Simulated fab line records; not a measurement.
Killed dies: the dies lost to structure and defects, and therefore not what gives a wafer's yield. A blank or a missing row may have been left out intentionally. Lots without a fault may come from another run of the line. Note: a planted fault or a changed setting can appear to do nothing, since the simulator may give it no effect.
Which tool was responsible? / flow berkeley-cmos170 / 7 lots with 21 wafers sampled at 2 steps, on a route of 331 steps

## WHAT THE GAUGES SHOWED, per wafer
UCB170_SDANNEAL_RS_MEAS_04: the measuring method here is four-point-probe.
lot=L457; measured=day 8 02:46; on=film-metro-01; PLDD_RS (ohm/sq)=1031.5 1032.4 1032.1
lot=L459; measured=day 8 09:01; on=film-metro-03; PLDD_RS (ohm/sq)=1032.2 1036.0 1035.2
lot=L462; measured=day 9 05:11; on=film-metro-03; PLDD_RS (ohm/sq)=1032.8 1034.0 1033.7
lot=L465; measured=day 9 15:22; on=film-metro-01; PLDD_RS (ohm/sq)=1077.1 1074.7 1073.7
lot=L471; measured=day 11 02:18; on=film-metro-02; PLDD_RS (ohm/sq)=1032.8 1031.7 1032.1
lot=L474; measured=day 11 15:47; on=film-metro-01; PLDD_RS (ohm/sq)=1031.0 1033.9 1032.2
lot=L478; measured=day 12 22:32; on=film-metro-02; PLDD_RS (ohm/sq)=1030.0 1029.0 1033.8

## EACH LOT AND THE TOOL THAT RAN IT (in order: tool; ch and the chambers of the sampled wafers; start)
lot=L457; UCB170_PLDD_IMPLANT_08=implanter-01 ch 0, day 7 13:58
lot=L459; UCB170_PLDD_IMPLANT_08=implanter-02 ch 0, day 7 18:56
lot=L462; UCB170_PLDD_IMPLANT_08=implanter-04 ch 0, day 8 15:07
lot=L465; UCB170_PLDD_IMPLANT_08=implanter-02 ch 0, day 8 23:51
lot=L471; UCB170_PLDD_IMPLANT_08=implanter-01 ch 0, day 10 08:49
lot=L474; UCB170_PLDD_IMPLANT_08=implanter-01 ch 0, day 11 01:23
lot=L478; UCB170_PLDD_IMPLANT_08=implanter-04 ch 0, day 12 06:02
- UCB170_PLDD_IMPLANT_08

## THE ANSWER, worked out from the rows above alone
Rule: the usual values come from the lots themselves. The widest of any qualifying gaps counts: lots, ordered by their means at a reading, are off when they make up no more than a third of the lots, leave a main group of 4 or more, and stand apart from it by 3 or more times the standard deviation of that group's means. The tables above print the reading to a certain number of digits; a main group whose means all agree to those digits is not used. A lot without any number at a reading at which 4 lots or more have one is off too. The other lots that the step has rows for count as sound.
Off: at UCB170_SDANNEAL_RS_MEAS_04 (PLDD_RS), L465. For the main group the mean is 1032.6 ohm/sq and the standard deviation 1.1.
A tool fits if, at a process step before that reading, it ran every lot that is off, and no sound lot after the first of them. Those tools and the gauges at UCB170_SDANNEAL_RS_MEAS_04 are tried in the same way. One candidate fits, namely implanter-02 at UCB170_PLDD_IMPLANT_08. Its last sound lot is L459 (day 7 18:56), its first lot that is off L465 (day 8 23:51): a fault that began between those two fits.

## WHAT THE SIMULATOR HAD INSERTED
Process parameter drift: implanter-02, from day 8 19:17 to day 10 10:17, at UCB170_PLDD_IMPLANT_08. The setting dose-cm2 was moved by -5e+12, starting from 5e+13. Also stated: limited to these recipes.
Shown lots that were struck: L465. This agrees with what the rule above found.
